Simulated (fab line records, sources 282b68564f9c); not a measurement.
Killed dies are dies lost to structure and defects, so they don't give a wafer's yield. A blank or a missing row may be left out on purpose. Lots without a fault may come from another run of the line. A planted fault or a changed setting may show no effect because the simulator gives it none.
fab line records | flow rit_cmos
record lots=7 wafers=21 last_day=7
route steps=202 shown NRETRO@60 PRETRO@64 GATE@75 FOX2@80 REOX@98 M1@202
lots that met no fault: from a run of the same line without faults
start_h: hours from the record's first day to the start of the lot's first wafer shown | wait_h: hours since the lot's step before | " the same as in the row above | L1.1+2: a row that stands for several wafers | - no value, or no start given | * or withheld: withheld | < > ~ a bound
route shown NAME@n: a module of which the file shows steps, and the number in the route of the first | usual: mean/standard deviation of fault-free wafers | same: alike in all rows | chamber/n: place in a boat | sites: the reading at each site | _std_site: their standard deviation | _edge_site: outer sites' mean less inner sites' | radius_mm: how far each site lies from the wafer's centre | mask NAME#n: copy n | behind: the tool/chamber that last shaped the wafer | hold: why the lot was held/for how many hours/how that ended | device: the transistor (n, p or np) that didn't switch | end of line: the same wafers' tests at the end of the route | a step without rows: its recipe alone | killed: dies lost to structure and defects at the first sort, not the wafer's yield | map: a wafer's dies, x killed, . not, _ none there
set.NAME: the setting as run; set.NAME@STEP: as run at that earlier step | model.NAME: the simulator's own value behind a step, which no gauge read
lots at some steps of the route; a table a step, a row a wafer
services: from which hour (start_h, from the record's first day; less than 0 if before it) a tool's chamber was out of use, for how many hours, and why
## steps
# step RIT_NRETRO_HARDBAKE_07
# recipe resist=NOVOLAK temp_c=140 time_s=120
# step RIT_NRETRO_IMPLANT_08
# recipe species=P energy_kev=70 dose_cm2=1e+13 tilt_deg=7
# step RIT_NRETRO_STRIP_09
# recipe chemistry=O2 time_s=180 resist=NOVOLAK platen_temp_c=withheld power_w=500 pressure_mtorr=4000 o2_flow_sccm=4000
# usual drypump_motor_current_A=5.9/0.36 o2_flow_sccm=4000/14
# columns lot.wafer tool chamber start_h wait_h drypump_motor_current_A o2_flow_sccm rf_hours_counter_h
L185.1 plasma_asher-01 1 30.46 0.1 5.2 3989 35
L185.4 " 1 " " 5.2 3994 -
L185.6 " 1 " " 5.2 3991 -
L194.2 plasma_asher-01 1 74.77 0.1 5.2 3973 40
L194.4 " 1 " " 5.2 3996 -
L194.6 " 1 " " 5.2 3989 -
L197.1 plasma_asher-04 1 90.54 0.1 5.3 3996 45
L197.5 " 1 " " 5.2 3998 -
L197.6 " 0 " " 6.3 3993 -
L200.4 plasma_asher-01 1 104.16 0.1 5.2 4009 -
L200.5 " 1 " " 5.2 4015 -
L200.6 " 0 " " 6.2 3986 -
L201.1 plasma_asher-02 0 110.07 0.1 6.0 4021 49
L201.5 " 0 " " 6.0 4011 -
L201.6 " 1 " " 6.0 3990 -
L203.1 plasma_asher-01 0 121.79 0.1 6.2 3978 1
L203.2 " 1 " " 5.2 4002 1
L203.6 " 1 " " 5.2 4006 -
L206.2 plasma_asher-02 1 134.59 0.1 6.0 4005 51
L206.4 " 1 " " 6.0 4007 -
L206.5 " 1 " " 6.0 3990 -
# step RIT_NRETRO_TW_MEAS_10
# usual NRETRO_TW=1055/6.2
# columns lot.wafer tool chamber start_h wait_h NRETRO_TW
L185.1 film_metro-01 - 30.64 0.1 1055
L185.4 " - " " 1053
L185.6 " - " " 1056
L194.2 film_metro-01 - 74.95 0.1 1063
L194.4 " - " " 1061
L194.6 " - " " 1063
L197.1 film_metro-01 - 90.71 0.1 1060
L197.5 " - " " 1065
L197.6 " - " " 1064
L200.4 film_metro-01 - 104.30 0.1 1052
L200.5 " - " " 1057
L200.6 " - " " 1048
L201.1 film_metro-01 - 110.25 0.1 1050
L201.5 " - " " 1050
L201.6 " - " " 1046
L203.1 film_metro-02 - 122.00 0.2 1042
L203.2 " - " " 1044
L203.6 " - " " 1048
L206.2 film_metro-03 - 134.78 0.1 1052
L206.4 " - " " 1058
L206.5 " - " " 1064
# step RIT_PRETRO_HMDS_00
# recipe prime_time_s=60 prime_temp_c=140
# step RIT_PRETRO_COAT_01
# recipe resist=NOVOLAK spin_rpm=2000 resist_thk_nm=1300
# step RIT_PRETRO_SOFTBAKE_02
# recipe resist=NOVOLAK temp_c=90 time_s=60
# step RIT_PRETRO_EXPOSE_03
# recipe mask_id=M5 na=0.57 target_cd_nm=43700 dose_mj=250
# step RIT_PRETRO_PEB_04
# recipe resist=NOVOLAK temp_c=withheld time_s=withheld
# step RIT_PRETRO_DEVELOP_05
# recipe resist=NOVOLAK develop_time_s=68 dev_temp_c=23
# step RIT_PRETRO_OVL_MEAS_06
# usual PRETRO_OVL=0.0/1.3
# columns lot.wafer tool chamber start_h wait_h PRETRO_OVL[nm]
L185.1 overlay-02 - 31.61 - 0.4
L185.4 " - " " -0.7
L185.6 " - " " 0.0
L194.2 overlay-01 - 75.89 - 0.8
L194.4 " - " " 1.0
L194.6 " - " " -2.6
L197.1 overlay-02 - 91.78 - 0.4
L197.5 " - " " 0.6
L197.6 " - " " -0.2
L200.4 overlay-01 - 105.36 - -0.5
L200.5 " - " " 0.0
L200.6 " - " " -1.5
L201.1 overlay-02 - 111.19 - 0.2
L201.5 " - " " 0.8
L201.6 " - " " 0.5
L203.1 overlay-02 - 122.94 - -2.2
L203.2 " - " " -1.5
L203.6 " - " " 0.1
L206.2 overlay-02 - 135.71 - -1.4
L206.4 " - " " -1.0
L206.5 " - " " 0.5
# step RIT_PRETRO_HARDBAKE_07
# recipe resist=NOVOLAK temp_c=140 time_s=120
# step RIT_PRETRO_IMPLANT_08
# recipe species=B energy_kev=45 dose_cm2=1.221e+13 tilt_deg=7
# columns lot.wafer tool chamber start_h wait_h
L185.1+4+6 implanter-03 0 31.90 0.2
L194.2+4+6 implanter-01 0 76.20 0.2
L197.1+5+6 implanter-03 0 92.07 0.2
L200.4+5+6 implanter-01 0 105.70 0.2
L201.1+5+6 implanter-03 0 111.47 0.2
L203.1+2+6 implanter-01 0 123.23 0.2
L206.2+4+5 implanter-01 0 136.02 0.2
# step RIT_PRETRO_STRIP_09
# recipe chemistry=O2 time_s=180 resist=NOVOLAK platen_temp_c=withheld power_w=500 pressure_mtorr=4000 o2_flow_sccm=4000
# usual drypump_motor_current_A=5.9/0.32 o2_flow_sccm=4000/12
# columns lot.wafer tool chamber start_h wait_h drypump_motor_current_A o2_flow_sccm rf_hours_counter_h
L185.1 plasma_asher-03 0 32.05 0.1 6.1 4003 26
L185.4 " 0 " " 6.1 3992 -
L185.6 " 0 " " 6.1 4012 -
L194.2 plasma_asher-01 0 76.32 0.1 6.2 3985 40
L194.4 " 1 " " 5.2 4013 -
L194.6 " 1 " " 5.2 4004 -
L197.1 plasma_asher-02 1 92.22 0.1 6.0 3982 47
L197.5 " 0 " " 6.0 4006 -
L197.6 " 1 " " 6.1 3994 -
L200.4 plasma_asher-01 0 105.83 0.1 6.2 4003 -
L200.5 " 0 " " 6.2 3995 -
L200.6 " 1 " " 5.2 4003 -
L201.1 plasma_asher-02 0 111.62 0.1 5.9 3983 49
L201.5 " 1 " " 6.0 4004 -
L201.6 " 0 " " 6.0 3998 -
L203.1 plasma_asher-02 0 123.38 0.1 6.0 4016 50
L203.2 " 1 " " 6.0 4003 50
L203.6 " 0 " " 6.0 4011 -
L206.2 plasma_asher-02 1 136.14 0.1 6.1 4025 52
L206.4 " 0 " " 6.0 3986 -
L206.5 " 0 " " 6.0 3999 -
# step RIT_PRETRO_TW_MEAS_10
# usual PRETRO_TW=480/4.2
# columns lot.wafer tool chamber start_h wait_h PRETRO_TW
L185.1 film_metro-04 - 32.23 0.1 482
L185.4 " - " " 481
L185.6 " - " " 482
L194.2 film_metro-04 - 76.51 0.1 486
L194.4 " - " " 483
L194.6 " - " " 481
L197.1 film_metro-03 - 92.39 0.1 479
L197.5 " - " " 482
L197.6 " - " " 483
L200.4 film_metro-03 - 105.98 0.1 481
L200.5 " - " " 481
L200.6 " - " " 478
L201.1 film_metro-02 - 111.80 0.1 474
L201.5 " - " " 472
L201.6 " - " " 473
L203.1 film_metro-04 - 123.55 0.1 484
L203.2 " - " " 483
L203.6 " - " " 482
L206.2 film_metro-03 - 136.33 0.1 480
L206.4 " - " " 482
L206.5 " - " " 479
# step RIT_GATE_WET_ETCH_00
# recipe chemistry=BOE target=SiO2 target_depth_nm=56 time_s=60 dry=n2_spin dilution=10:1 temp_c=21.5
# step RIT_GATE_CLEAN_01
# recipe chemistry=SC1 mix=3:3:50 time_s=600 temp_c=75
# step RIT_GATE_CLEAN_02
# recipe chemistry=dHF dilution=50:1 time_s=30
# step RIT_GATE_CLEAN_03
# recipe chemistry=SC2 mix=3:3:50 time_s=600 temp_c=75 dry=n2_spin
# step RIT_GATE_CLEAN_04
# recipe chemistry=dHF dilution=50:1 time_s=60 dry=n2_spin
# step RIT_FOX2_THK_MEAS_91
# recipe reads=SiO2_of_FOX2_OXIDATION_00
# usual FIELD_OXIDE_LEFT_2_THK=266/5.7
# columns lot.wafer tool chamber start_h wait_h FIELD_OXIDE_LEFT_2_THK[nm]
L185.1 film_metro-02 - 32.76 0.0 254
L185.4 " - " " 256
L185.6 " - " " 263
L194.2 film_metro-01 - 77.02 0.0 257
L194.4 " - " " 261
L194.6 " - " " 264
L197.1 film_metro-02 - 92.89 0.0 268
L197.5 " - " " 273
L197.6 " - " " 275
L200.4 film_metro-04 - 106.46 0.0 268
L200.5 " - " " 275
L200.6 " - " " 270
L201.1 film_metro-01 - 112.30 0.0 272
L201.5 " - " " 270
L201.6 " - " " 276
L203.1 film_metro-04 - 124.11 0.0 275
L203.2 " - " " 275
L203.6 " - " " 270
L206.2 film_metro-04 - 136.84 0.0 269
L206.4 " - " " 267
L206.5 " - " " 273
# step RIT_GATE_OXIDATION_05
# recipe temp_c=900 ambient=O2 target_thk_a=30 ox_time_s=270
# step RIT_GATE_ANNEAL_06
# recipe temp_c=900 time_s=600 ambient=N2O
# step RIT_GATE_THK_MEAS_07
# recipe reads=SiO2_of_GATE_OXIDATION_05
# usual GATE_OXIDE_THK=3.01/0.066
# columns lot.wafer tool chamber start_h wait_h GATE_OXIDE_THK[nm]
L185.1 film_metro-04 - 34.14 0.0 3.00
L185.4 " - " " 3.03
L185.6 " - " " 3.01
L194.2 film_metro-02 - 78.41 0.0 2.97
L194.4 " - " " 3.04
L194.6 " - " " 3.07
L197.1 film_metro-04 - 94.64 0.0 3.12
L197.5 " - " " 3.18
L197.6 " - " " 3.07
L200.4 film_metro-02 - 108.41 0.0 3.03
L200.5 " - " " 3.06
L200.6 " - " " 3.17
L201.1 film_metro-02 - 113.68 0.0 2.99
L201.5 " - " " 2.97
L201.6 " - " " 2.97
L203.1 film_metro-02 - 125.49 0.0 3.01
L203.2 " - " " 2.99
L203.6 " - " " 2.99
L206.2 film_metro-04 - 138.22 0.0 2.88
L206.4 " - " " 2.97
L206.5 " - " " 2.94
# step RIT_GATE_CVD_08
# recipe material=poly-Si target_thk_nm=250 temp_c=610 precursor=SiH4 time_s=2220 pressure_mtorr=300 sih4_flow_sccm=100
# step RIT_GATE_THK_MEAS_09
# recipe reads=poly-Si_of_GATE_CVD_08
# usual GATE_POLY_THK=250.8/2.4
# columns lot.wafer tool chamber start_h wait_h GATE_POLY_THK[nm]
L185.1 film_metro-02 - 35.82 0.0 248.2
L185.4 " - " " 248.4
L185.6 " - " " 250.9
L194.2 film_metro-04 - 80.16 0.0 252.8
L194.4 " - " " 254.7
L194.6 " - " " 252.6
L197.1 film_metro-04 - 97.12 0.0 247.3
L197.5 " - " " 247.4
L197.6 " - " " 246.4
L200.4 film_metro-04 - 110.08 0.0 249.9
L200.5 " - " " 248.9
L200.6 " - " " 247.0
L201.1 film_metro-02 - 115.36 0.0 251.2
L201.5 " - " " 250.8
L201.6 " - " " 249.9
L203.1 film_metro-04 - 127.17 0.0 249.3
L203.2 " - " " 251.6
L203.6 " - " " 252.5
L206.2 film_metro-01 - 139.90 0.0 254.5
L206.4 " - " " 254.9
L206.5 " - " " 252.2
# step RIT_GATE_HMDS_10
# recipe prime_time_s=60 prime_temp_c=140
# step RIT_GATE_COAT_11
# recipe resist=NOVOLAK spin_rpm=4250 resist_thk_nm=850
# step RIT_GATE_SOFTBAKE_12
# recipe resist=NOVOLAK temp_c=90 time_s=58.29
# step RIT_GATE_EXPOSE_13
# recipe mask_id=M6 na=0.6 source_shape=conventional sigma_outer=0.6 target_cd_nm=150 dose_mj=380
# step RIT_GATE_PEB_14
# recipe resist=NOVOLAK temp_c=withheld time_s=withheld
# step RIT_GATE_DEVELOP_15
# recipe resist=NOVOLAK develop_time_s=48.97 dev_temp_c=23
# step RIT_GATE_CD_MEAS_16
# recipe target_cd_nm=150
# usual cd_nm=148.7/2.5
# columns lot.wafer tool chamber start_h wait_h cd_nm
L185.1 cd_sem-01 - 36.85 - 151.3
L185.4 " - " " 149.8
L185.6 " - " " 149.5
L194.2 cd_sem-01 - 81.08 - 150.1
L194.4 " - " " 149.8
L194.6 " - " " 147.3
L197.1 cd_sem-02 - 98.16 - 154.1
L197.5 " - " " 153.0
L197.6 " - " " 153.5
L200.4 cd_sem-02 - 111.02 - 148.8
L200.5 " - " " 149.3
L200.6 " - " " 150.7
L201.1 cd_sem-02 - 116.27 - 147.0
L201.5 " - " " 150.7
L201.6 " - " " 149.5
L203.1 cd_sem-02 - 128.20 - 150.7
L203.2 " - " " 150.0
L203.6 " - " " 149.7
L206.2 cd_sem-02 - 140.94 - 147.4
L206.4 " - " " 146.3
L206.5 " - " " 148.2
# step RIT_GATE_OVL_MEAS_17
# usual GATE_OVL=-0.5/1.6
# columns lot.wafer tool chamber start_h wait_h GATE_OVL[nm]
L185.1 overlay-02 - 36.97 0.1 -2.5
L185.4 " - " " -2.2
L185.6 " - " " -0.9
L194.2 overlay-01 - 81.18 0.1 0.2
L194.4 " - " " -3.6
L194.6 " - " " -2.3
L197.1 overlay-01 - 98.28 0.1 -4.5
L197.5 " - " " -2.8
L197.6 " - " " -3.7
L200.4 overlay-01 - 111.10 0.1 2.3
L200.5 " - " " 2.4
L200.6 " - " " -1.0
L201.1 overlay-02 - 116.39 0.1 1.8
L201.5 " - " " -0.1
L201.6 " - " " -1.1
L203.1 overlay-02 - 128.32 0.1 -1.6
L203.2 " - " " -1.9
L203.6 " - " " -0.9
L206.2 overlay-01 - 141.05 0.1 -2.0
L206.4 " - " " -2.2
L206.5 " - " " -1.4
# step RIT_GATE_HARDBAKE_18
# recipe resist=NOVOLAK temp_c=140 time_s=60
# step RIT_GATE_ETCH_19
# recipe chemistry=SF6/CHF3/O2 time_s=165 SF6_flow_sccm=30 CHF3_flow_sccm=30 O2_flow_sccm=5 target=poly-Si pressure_mtorr=40 rf_w=160 target_depth_a=3125 over_etch_frac=0.25 stop_on=SiO2
# usual SF6_flow_sccm=30.00/0.094 drypump_motor_current_A=5.8/0.47 oes_product_au=0.850/0.013 throttle_valve_pct=10.29/0.19
# columns lot.wafer tool chamber start_h wait_h SF6_flow_sccm drypump_motor_current_A oes_product_au rf_hours_counter_h throttle_valve_pct
L185.1 rie_si-01 0 37.16 0.1 30.13 6.7 0.856 90 10.28
L185.4 " 2 " " 30.00 5.3 0.823 22 10.51
L185.6 " 3 " " 30.12 6.4 0.850 - 10.55
L194.2 rie_si-02 1 81.36 0.1 30.02 5.3 0.852 26 9.98
L194.4 " 3 " " 29.90 6.1 0.870 145 10.45
L194.6 " 2 " " 29.99 5.5 0.863 - 10.28
L197.1 rie_si-01 1 98.46 0.1 30.02 5.9 0.846 2 10.25
L197.5 " 0 " " 29.81 6.7 0.857 - 10.28
L197.6 " 1 " " 29.91 5.9 0.847 - 10.26
L200.4 rie_si-02 1 111.27 0.1 30.06 5.3 0.837 27 9.96
L200.5 " 0 " " 29.91 5.7 0.831 - 10.08
L200.6 " 1 " " 30.01 5.3 0.846 - 9.99
L201.1 rie_si-01 0 116.70 0.1 30.13 6.7 0.862 91 10.30
L201.5 " 2 " " 30.15 5.3 0.833 - 10.50
L201.6 " 3 " " 30.07 6.4 0.840 - 10.57
L203.1 rie_si-01 2 128.51 0.1 30.00 5.3 0.825 23 10.49
L203.2 " 1 " " 30.00 5.9 0.852 3 10.25
L203.6 " 2 " " 30.08 5.3 0.841 - 10.50
L206.2 rie_si-02 1 141.26 0.1 29.95 5.3 0.868 27 9.97
L206.4 " 2 " " 29.85 5.5 0.872 - 10.27
L206.5 " 0 " " 30.02 5.7 0.841 - 10.08
# step RIT_GATE_STRIP_20
# recipe chemistry=O2 time_s=180 resist=NOVOLAK platen_temp_c=withheld power_w=500 pressure_mtorr=4000 o2_flow_sccm=4000
# usual drypump_motor_current_A=5.8/0.44 o2_flow_sccm=4000/14
# columns lot.wafer tool chamber start_h wait_h drypump_motor_current_A o2_flow_sccm rf_hours_counter_h
L185.1 plasma_asher-01 0 37.27 0.1 6.2 4021 36
L185.4 " 1 " " 5.2 4004 -
L185.6 " 1 " " 5.2 4009 -
L194.2 plasma_asher-03 0 81.47 0.1 6.1 4018 31
L194.4 " 0 " " 6.1 4001 -
L194.6 " 1 " " 5.7 3959 -
L197.1 plasma_asher-03 0 98.57 0.1 6.1 3967 33
L197.5 " 0 " " 6.1 3988 -
L197.6 " 1 " " 5.8 3973 -
L200.4 plasma_asher-04 0 111.44 0.1 6.2 3979 -
L200.5 " 0 " " 6.3 3987 -
L200.6 " 1 " " 5.3 4002 -
L201.1 plasma_asher-04 1 116.81 0.1 5.3 3998 48
L201.5 " 0 " " 6.3 3989 -
L201.6 " 1 " " 5.2 4013 -
L203.1 plasma_asher-03 1 128.62 0.1 5.8 4015 37
L203.2 " 0 " " 6.1 3989 37
L203.6 " 1 " " 5.7 4016 -
L206.2 plasma_asher-04 1 141.37 0.1 5.3 3996 50
L206.4 " 1 " " 5.3 4013 -
L206.5 " 1 " " 5.3 3994 -
# step RIT_GATE_CD_MEAS_90
# recipe target_cd_nm=150
# usual cd_nm=148.7/2.5
# columns lot.wafer tool chamber start_h wait_h cd_nm
L185.1 cd_sem-02 - 37.44 0.1 151.2
L185.4 " - " " 149.4
L185.6 " - " " 149.8
L194.2 cd_sem-02 - 81.67 0.1 150.1
L194.4 " - " " 149.7
L194.6 " - " " 147.8
L197.1 cd_sem-01 - 98.75 0.1 154.1
L197.5 " - " " 153.0
L197.6 " - " " 153.5
L200.4 cd_sem-01 - 111.61 0.1 148.6
L200.5 " - " " 149.2
L200.6 " - " " 150.6
L201.1 cd_sem-02 - 116.99 0.1 147.2
L201.5 " - " " 150.8
L201.6 " - " " 149.8
L203.1 cd_sem-02 - 128.79 0.1 150.2
L203.2 " - " " 149.9
L203.6 " - " " 149.4
L206.2 cd_sem-01 - 141.56 0.1 147.7
L206.4 " - " " 145.9
L206.5 " - " " 147.9
# step RIT_REOX_CLEAN_00
# recipe chemistry=SC1 mix=3:3:50 time_s=600 temp_c=75
# step RIT_REOX_CLEAN_01
# recipe chemistry=dHF dilution=50:1 time_s=30
# step RIT_REOX_CLEAN_02
# recipe chemistry=SC2 mix=3:3:50 time_s=600 temp_c=75 dry=n2_spin
# step RIT_REOX_OXIDATION_03
# recipe temp_c=900 ambient=O2 target_thk_a=252 ox_time_s=5580
# step RIT_M1_PROBE_99
# usual killed_at_M0_to_M3=0.0/0.14 killed_at_contacts=0.1/0.29 killed_at_front_end=6.3/2.8 killed_dies=6.4/2.8 killed_open=3.3/1.7 killed_short=3.1/1.9
# same gross_dies=264 killed_at_M4_up=0 killed_at_back_side=0 killed_at_other=0
# columns lot.wafer tool chamber start_h wait_h killed_at_M0_to_M3 killed_at_contacts killed_at_front_end killed_dies killed_open killed_short model.etest.diode_nwell_sub.leak_log10_a_cm2 model.etest.pmos_0p15.gate_bv_v model.etest.nmos_0p15.gate_bv_v model.etest.pmos_0p15.bv_v model.etest.pmos_0p3.bv_v model.etest.nmos_0p3.bv_v model.etest.nmos_0p15.bv_v
L185.1 prober-01 - 57.81 0.1 0 0 5 5 4 1 -7.589 4.743 4.873 5.704 5.702 5.489 5.489
L185.4 prober-01 - 57.96 0.2 0 0 11 11 5 6 -7.499 4.774 4.854 5.732 5.73 5.511 5.511
L185.6 prober-01 - 58.06 0.2 0 0 14 14 7 7 -7.683 4.713 4.878 5.652 5.652 5.495 5.495
L194.2 prober-02 - 103.09 0.1 1 0 5 6 2 4 -7.598 4.702 4.854 5.669 5.668 5.516 5.516
L194.4 prober-02 - 103.19 0.2 0 0 8 8 6 2 -7.519 4.745 4.797 5.703 5.702 5.479 5.479
L194.6 prober-02 - 103.29 0.2 0 0 5 5 2 3 -7.647 4.77 4.879 5.721 5.72 5.516 5.516
L197.1 prober-01 - 119.21 0.1 0 0 6 6 3 3 -7.686 4.8 4.883 5.73 5.73 5.488 5.488
L197.5 prober-01 - 119.41 0.2 0 0 6 6 3 3 -7.528 4.854 4.942 5.777 5.777 5.506 5.506
L197.6 prober-01 - 119.46 0.2 0 0 6 6 3 3 -7.438 4.809 4.883 5.751 5.751 5.51 5.51
L200.4 prober-02 - 131.31 0.2 1 0 3 4 2 2 -6.944 4.503 4.605 5.511 5.51 5.346 5.346
L200.5 prober-02 - 131.36 0.2 0 0 5 5 4 1 -6.789 4.568 4.67 5.564 5.564 5.362 5.362
L200.6 prober-02 - 131.41 0.2 0 0 6 6 2 4 -6.896 4.572 4.676 5.571 5.571 5.395 5.395
L201.1 prober-01 - 136.49 0.1 0 0 5 5 4 1 -7.523 4.681 4.802 5.644 5.642 5.477 5.477
L201.5 prober-01 - 136.69 0.2 0 0 3 3 3 0 -7.696 4.691 4.775 5.641 5.641 5.466 5.466
L201.6 prober-01 - 136.74 0.2 0 0 4 4 1 3 -7.537 4.702 4.789 5.674 5.673 5.464 5.464
L203.1 prober-01 - 148.38 0.1 0 0 4 4 2 2 -6.82 4.494 4.588 5.527 5.526 5.378 5.378
L203.2 prober-01 - 148.43 0.1 0 0 4 4 2 2 -7.118 4.543 4.634 5.576 5.574 5.423 5.423
L203.6 prober-01 - 148.63 0.2 0 1 7 8 4 4 -7.083 4.519 4.591 5.558 5.556 5.401 5.401
L206.2 prober-02 - 161.43 0.1 0 0 2 2 2 0 -7.038 4.37 4.468 5.399 5.398 5.327 5.327
L206.4 prober-02 - 161.53 0.2 0 0 6 6 3 3 -6.834 4.451 4.536 5.468 5.468 5.362 5.362
L206.5 prober-02 - 161.58 0.2 0 0 4 4 3 1 -6.92 4.471 4.582 5.471 5.471 5.399 5.399
# killed by level:class
L185.1 FOX1:geometric_particle:open=2 FOX1:geometric_particle:short=1 GATE:geometric_particle:open=1 SPACER:geometric_particle:open=1
L185.4 SILICIDE:geometric_particle:short=3 GATE:geometric_particle:short=2 GATE:geometric_particle:open=2 SILICIDE:geometric_particle:open=2 FOX1:geometric_particle:short=1 FOX2:geometric_particle:open=1
L185.6 GATE:geometric_particle:short=5 FOX1:geometric_particle:open=2 GATE:geometric_particle:open=2 REOX:geometric_particle:open=1 SPACER:geometric_particle:open=1 SPACER:geometric_particle:short=1 SILICIDE:geometric_particle:short=1 SILICIDE:geometric_particle:open=1
L194.2 SPACER:geometric_particle:open=2 SPACER:geometric_particle:short=2 REOX:geometric_particle:short=1 M1:geometric_particle:short=1
L194.4 GATE:geometric_particle:open=3 SPACER:geometric_particle:open=2 REOX:geometric_particle:short=1 REOX:geometric_particle:open=1 SPACER:geometric_particle:short=1
L194.6 FOX2:geometric_particle:short=1 GATE:geometric_particle:short=1 REOX:geometric_particle:open=1 SPACER:geometric_particle:open=1 SPACER:geometric_particle:short=1
L197.1 FOX1:geometric_particle:short=3 REOX:geometric_particle:open=2 GATE:geometric_particle:open=1
L197.5 REOX:geometric_particle:open=2 SPACER:geometric_particle:short=2 GATE:geometric_particle:short=1 SPACER:geometric_particle:open=1
L197.6 REOX:geometric_particle:open=2 GATE:geometric_particle:short=1 REOX:geometric_particle:short=1 SPACER:geometric_particle:short=1 SPACER:geometric_particle:open=1
L200.4 GATE:geometric_particle:short=1 GATE:geometric_particle:open=1 SPACER:geometric_particle:open=1 M1:geometric_particle:short=1
L200.5 SILICIDE:geometric_particle:open=2 FOX2:geometric_particle:open=1 GATE:geometric_particle:open=1 GATE:geometric_particle:short=1
L200.6 GATE:geometric_particle:short=4 FOX2:geometric_particle:open=1 GATE:geometric_particle:open=1
L201.1 FOX1:geometric_particle:open=1 GATE:geometric_particle:open=1 GATE:geometric_particle:short=1 REOX:geometric_particle:open=1 SILICIDE:geometric_particle:open=1
L201.5 FOX2:geometric_particle:open=1 GATE:geometric_particle:open=1 REOX:geometric_particle:open=1
L201.6 REOX:geometric_particle:short=2 GATE:geometric_particle:short=1 GATE:geometric_particle:open=1
L203.1 FOX2:geometric_particle:open=1 GATE:geometric_particle:short=1 GATE:geometric_particle:open=1 SILICIDE:geometric_particle:short=1
L203.2 FOX2:geometric_particle:open=2 GATE:geometric_particle:short=2
L203.6 GATE:geometric_particle:open=2 FOX2:geometric_particle:open=1 FOX2:geometric_particle:short=1 GATE:geometric_particle:short=1 REOX:geometric_particle:short=1 SPACER:geometric_particle:short=1 CONTACT:geometric_particle:open=1
L206.2 SPACER:geometric_particle:open=2
L206.4 SPACER:geometric_particle:short=2 ACTIVE:geometric_particle:open=1 GATE:geometric_particle:short=1 REOX:geometric_particle:open=1 SILICIDE:geometric_particle:open=1
L206.5 FOX1:geometric_particle:open=1 GATE:geometric_particle:short=1 GATE:geometric_particle:open=1 SPACER:geometric_particle:open=1
## services
# columns tool chamber start_h hours kind
plasma_asher-04 - 40.20 13.1 repair
implanter-03 - 63.28 2.1 repair
plasma_asher-03 - 71.77 2.8 pm
plasma_asher-04 - 83.19 3.2 repair
implanter-01 - 106.97 2.5 repair
plasma_asher-01 - 108.75 9.0 pm
plasma_asher-01 0 108.75 9.0 vent_cycle
plasma_asher-01 1 108.75 9.0 vent_cycle
plasma_asher-01 0 117.75 - clean
plasma_asher-01 1 117.75 - clean
rie_si-02 2 122.05 1.1 repair
rie_si-01 3 122.60 12.7 repair
rie_si-02 3 132.47 - clean
rie_si-02 3 132.47 24.4 scheduled_down
rie_si-02 3 132.47 24.4 vent_cycle
implanter-03 - 138.30 1.4 repair
plasma_asher-04 - 139.44 1.2 repair
## key
first_sign none at tools or gauges
model_effect step=RIT_M1_PROBE_99 value=etest.diode_nwell_sub.leak_log10_a_cm2 without=-7.49 struck=-6.938
met_at RIT_PRETRO_IMPLANT_08
struck_wafers L200.4,L200.5,L200.6,L203.1,L203.2,L203.6,L206.2,L206.4,L206.5
tester_left_out L200,L203,L206
onset_between 76.20 105.70
fault kind=metallic_contamination_source tool=implanter-01 chamber=- onset_h=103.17 steps=RIT_PRETRO_IMPLANT_08 rate_cm2_per_visit=5e+11 species=metal_fe_cm2
# tester_left_out: of these lots the tester's yield and bins aren't shown, on N5 and GAA mostly nor the transistor test; their killed dies are dies lost to structure and defects alone, not to doping, threshold or leakage, so they don't give the yield
